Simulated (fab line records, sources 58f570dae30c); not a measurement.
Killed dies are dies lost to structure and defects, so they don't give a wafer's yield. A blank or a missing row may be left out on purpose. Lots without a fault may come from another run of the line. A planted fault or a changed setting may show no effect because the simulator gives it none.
Which tool did it? | flow berkeley_cmos170 | 14 lots, 42 wafers sampled, at 2 steps of a route of 331

WHAT THE GAUGES READ, wafer by wafer
UCB170_GATE_OVL_MEAS_13.
lot  | measured     | on         | GATE_OVL (nm)
L713 | day 7 19:26  | overlay-01 | 2 1 5
L714 | day 7 18:48  | overlay-02 | 4 -2 9
L715 | day 8 08:55  | overlay-01 | 6 3 -1
L719 | day 8 14:30  | overlay-02 | -4 -1 -6
L720 | day 8 14:48  | overlay-01 | -3 1 5
L718 | day 8 15:16  | overlay-02 | 4 0 -2
L717 | day 8 15:20  | overlay-01 | -4 -2 4
L721 | day 9 07:28  | overlay-02 | -6 -5 -4
L725 | day 10 04:06 | overlay-02 | 1 -3 -7
L726 | day 10 03:32 | overlay-02 | 2 -5 -8
L727 | day 11 01:40 | overlay-01 | 3 0 2
L731 | day 11 01:53 | overlay-02 | -1 -4 -5
L734 | day 11 16:01 | overlay-02 | -2 -12 0
L735 | day 12 02:11 | overlay-01 | -1 2 -4

WHICH TOOL RAN EACH LOT (tool, then ch and the chambers of the sampled wafers, then the start)
lot  | UCB170_PFIELD_STRIP_08
L713 | plasma_asher-04 ch 0,1, day 5 12:05
L714 | plasma_asher-01 ch 0, day 5 12:23
L715 | plasma_asher-01 ch 0,1, day 6 02:44
L719 | plasma_asher-03 ch 1, day 6 11:33
L720 | plasma_asher-04 ch 0, day 6 12:17
L718 | plasma_asher-03 ch 0,1, day 6 13:00
L717 | plasma_asher-01 ch 0,1, day 6 13:02
L721 | plasma_asher-01 ch 0,1, day 6 20:42
L725 | plasma_asher-03 ch 0,1, day 7 18:58
L726 | plasma_asher-01 ch 0,1, day 7 19:13
L727 | plasma_asher-04 ch 0,1, day 8 12:22
L731 | plasma_asher-03 ch 0,1, day 9 01:37
L734 | plasma_asher-03 ch 0,1, day 9 13:08
L735 | plasma_asher-03 ch 0,1, day 9 21:09
- UCB170_PFIELD_STRIP_08: strips in O2.

WHAT THE TOOLS THEMSELVES READ (means of the sampled wafers that have a number; where no wafer has one, the mark that the record gives instead)
UCB170_PFIELD_STRIP_08.
lot  | tool            | drypump_motor_current_A (A) | oes_product_au (a.u.) | strip_time_to_endpoint_s (s)
L713 | plasma_asher-04 | 5.8                         | 0.736                 | 21.67
L714 | plasma_asher-01 | 6.0                         | 0.737                 | 21.66
L715 | plasma_asher-01 | 6.0                         | 0.729                 | 21.66
L719 | plasma_asher-03 | 5.6                         | 0.736                 | 21.51
L720 | plasma_asher-04 | 5.6                         | 0.737                 | 21.70
L718 | plasma_asher-03 | 5.3                         | 0.730                 | 21.56
L717 | plasma_asher-01 | 6.0                         | 0.732                 | 21.68
L721 | plasma_asher-01 | 6.0                         | 0.735                 | 21.62
L725 | plasma_asher-03 | 5.1                         | 0.731                 | 21.63
L726 | plasma_asher-01 | 6.0                         | 0.737                 | 21.55
L727 | plasma_asher-04 | 5.8                         | 0.737                 | 21.65
L731 | plasma_asher-03 | 5.3                         | 0.734                 | 21.59
L734 | plasma_asher-03 | 5.3                         | 0.734                 | 21.70
L735 | plasma_asher-03 | 5.1                         | 0.732                 | 21.86

THE ANSWER, worked out from the rows above alone
Rule: what is usual is taken from the lots themselves. Put in order of their means at a reading, lots are off if they are a third of the lots or fewer, leave a main group of 4 or more, and stand apart from it by a gap of 3 or more times the standard deviation of the main group's means; of several such gaps the widest counts. A main group whose means are all the same, to the digits that the tables above print for the reading, isn't used. A lot without any number at a reading at which 4 lots or more have one is off too. The other lots that the step has rows for count as sound. The gauges are gone through in route order, then the tools' own readings, and for those a lot's mean is taken as printed above. The first step at which some lot is off is used, and at that step the reading that is off furthest; a lot without a number counts as furthest.
No lot is off at any reading shown: from this, nothing can be told.

WHAT THE SIMULATOR HAD PUT IN
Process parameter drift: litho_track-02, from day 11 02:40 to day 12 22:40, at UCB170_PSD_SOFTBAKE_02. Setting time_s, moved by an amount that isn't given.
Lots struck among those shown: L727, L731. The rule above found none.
